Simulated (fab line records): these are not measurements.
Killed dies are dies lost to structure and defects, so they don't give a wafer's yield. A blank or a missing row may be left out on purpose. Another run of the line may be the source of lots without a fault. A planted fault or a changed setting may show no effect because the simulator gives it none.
A struck lot beside a sound one + flow rit cmos + 17 out of 202 route steps
Sound: the wafers L460.1, L460.5, L460.6. The struck wafers were L456.1, L456.2, L456.5. Last of all comes the cause.
Order at every step that has rows: each side's tool, ch and its chambers, its first start. Under that, the readings that differ: sound wafers + struck wafers + difference of the means + sigmas: that difference in standard deviations of wafers without a fault.
alike: words and numbers the same on both sides, and readings whose means are apart by under 2 such deviations; not compared: readings that were withheld, readings missing a value for some wafer, numbers with overlapping values and no deviation given by the record, and bounds like >300 which may hide the same value.
A row with sigmas, a row that says differs or no value, or rows on one side alone: a step with any of these is where the two part. Numbers that don't overlap but have no deviation are shown without sigmas and don't part them. A reading missing from all wafers of one side parts the sides only when that side holds two or more wafers.

RIT_PWELL_TW_MEAS_10:
  struck on film metro-04, day 5 13:29; sound on film metro-04, day 6 07:44
  alike: PWELL_TW
then, 1 step without rows for these wafers: RIT_WELLDRIVE_ANNEAL_00 (time 14700 s).
RIT_WELLDRIVE_RS_MEAS_01: uses a four-point probe to measure.
  struck on film metro-04, day 5 18:37; sound on film metro-04, day 6 13:43
  alike: NWELL_RS
RIT_WELLDRIVE_RS_MEAS_02: uses a four-point probe to measure.
  struck on film metro-04, day 5 18:44; sound on film metro-04, day 6 13:50
  alike: PWELL_RS
then, 6 steps without rows for these wafers: RIT_NRETRO_HMDS_00 (prime time 60 s); RIT_NRETRO_COAT_01 (resist thk 1288 nm); RIT_NRETRO_SOFTBAKE_02 (time 60 s); RIT_NRETRO_EXPOSE_03 (exposes mask M4, target cd 43900 nm); RIT_NRETRO_PEB_04; RIT_NRETRO_DEVELOP_05 (develop time 68 s).
RIT_NRETRO_OVL_MEAS_06:
  struck on overlay-01, day 5 19:44; sound on overlay-02, day 6 14:50
| reading         | sound          | struck      | difference | sigmas |
|-----------------|----------------|-------------|------------|--------|
| NRETRO_OVL (nm) | -2.9 -1.0 -0.3 | 1.6 0.3 1.8 | +2.6       | +2     |
then, 1 step without rows for these wafers: RIT_NRETRO_HARDBAKE_07 (time 120 s).
RIT_NRETRO_IMPLANT_08:
  sound on implanter-03 ch 0, day 6 15:07; struck on implanter-04 ch 0, day 5 20:01
| reading            | sound                            | struck                           | difference  | sigmas      |
|--------------------|----------------------------------|----------------------------------|-------------|-------------|
| dose ions cm2      | 1.0018e+13 1.0019e+13 1.0003e+13 | 1.3684e+13 1.3696e+13 1.3709e+13 | +3.6830e+12 | +99 or more |
| faraday current uA | 30.8 31.3 31.7                   | 43.8 43.8 42.8                   | +12.2       | +19         |
  alike: beam on s
RIT_NRETRO_STRIP_09: strips in O2, time 180 s.
  sound on plasma asher-04 ch 0,1, day 6 15:16; struck on plasma asher-01 ch 0,1, day 5 20:10
  alike: drypump motor current A
  not compared: rf hours counter h
RIT_NRETRO_TW_MEAS_10:
  struck on film metro-01, day 5 20:21; sound on film metro-03, day 6 15:26
| reading   | sound          | struck         | difference | sigmas |
|-----------|----------------|----------------|------------|--------|
| NRETRO_TW | 1049 1049 1052 | 1171 1171 1167 | +120       | +18    |
then, 1 step without rows for these wafers: RIT_PRETRO_HMDS_00 (prime time 60 s).
RIT_M1_PROBE_99:
  struck on prober-02, day 6 23:07; sound on prober-02, day 7 19:19
| reading                                 | sound             | struck            | difference | sigmas |
|-----------------------------------------|-------------------|-------------------|------------|--------|
| model.etest.pmos_0p3.r on ohm um        | 6094 5956 6081    | 6392 6378 6276    | +305       |        |
| model.etest.pmos turned.r on ohm um     | 3192 3099 3228    | 3384 3343 3287    | +165       |        |
| model.etest.pmos_0p15.drive ua um       | 269.4 277.8 267.6 | 255.7 259.4 265.5 | -11.4      |        |
| model.etest.pmos turned.drive ua um     | 211.8 220.1 212.1 | 190.6 193.1 198.7 | -20.5      |        |
| model.etest.pmos narrow.drive ua um     | 107.5 111.2 109.7 | 95.87 94.88 97.21 | -13.48     |        |
| model.etest.pmos_0p3.drive ua um        | 104 108.3 105.5   | 96.31 95.9 98.94  | -8.88      |        |
| model.etest.well edge left.line ohm um  | 182.6 183.4 180.8 | 176.7 175.1 176.5 | -6.2       |        |
| model.etest.well edge right.line ohm um | 183.6 183.2 182.2 | 176.6 175.4 175.6 | -7.1       |        |
  alike: killed at contacts, killed at front end, killed dies, killed open, killed short

== WHERE THEY PART ==
Earliest at RIT_NRETRO_OVL_MEAS_06; latest, in this record, at RIT_NRETRO_TW_MEAS_10. Later steps at which nothing parts them and some readings are alike: RIT_M1_PROBE_99.

WHY: the cause the simulator had injected
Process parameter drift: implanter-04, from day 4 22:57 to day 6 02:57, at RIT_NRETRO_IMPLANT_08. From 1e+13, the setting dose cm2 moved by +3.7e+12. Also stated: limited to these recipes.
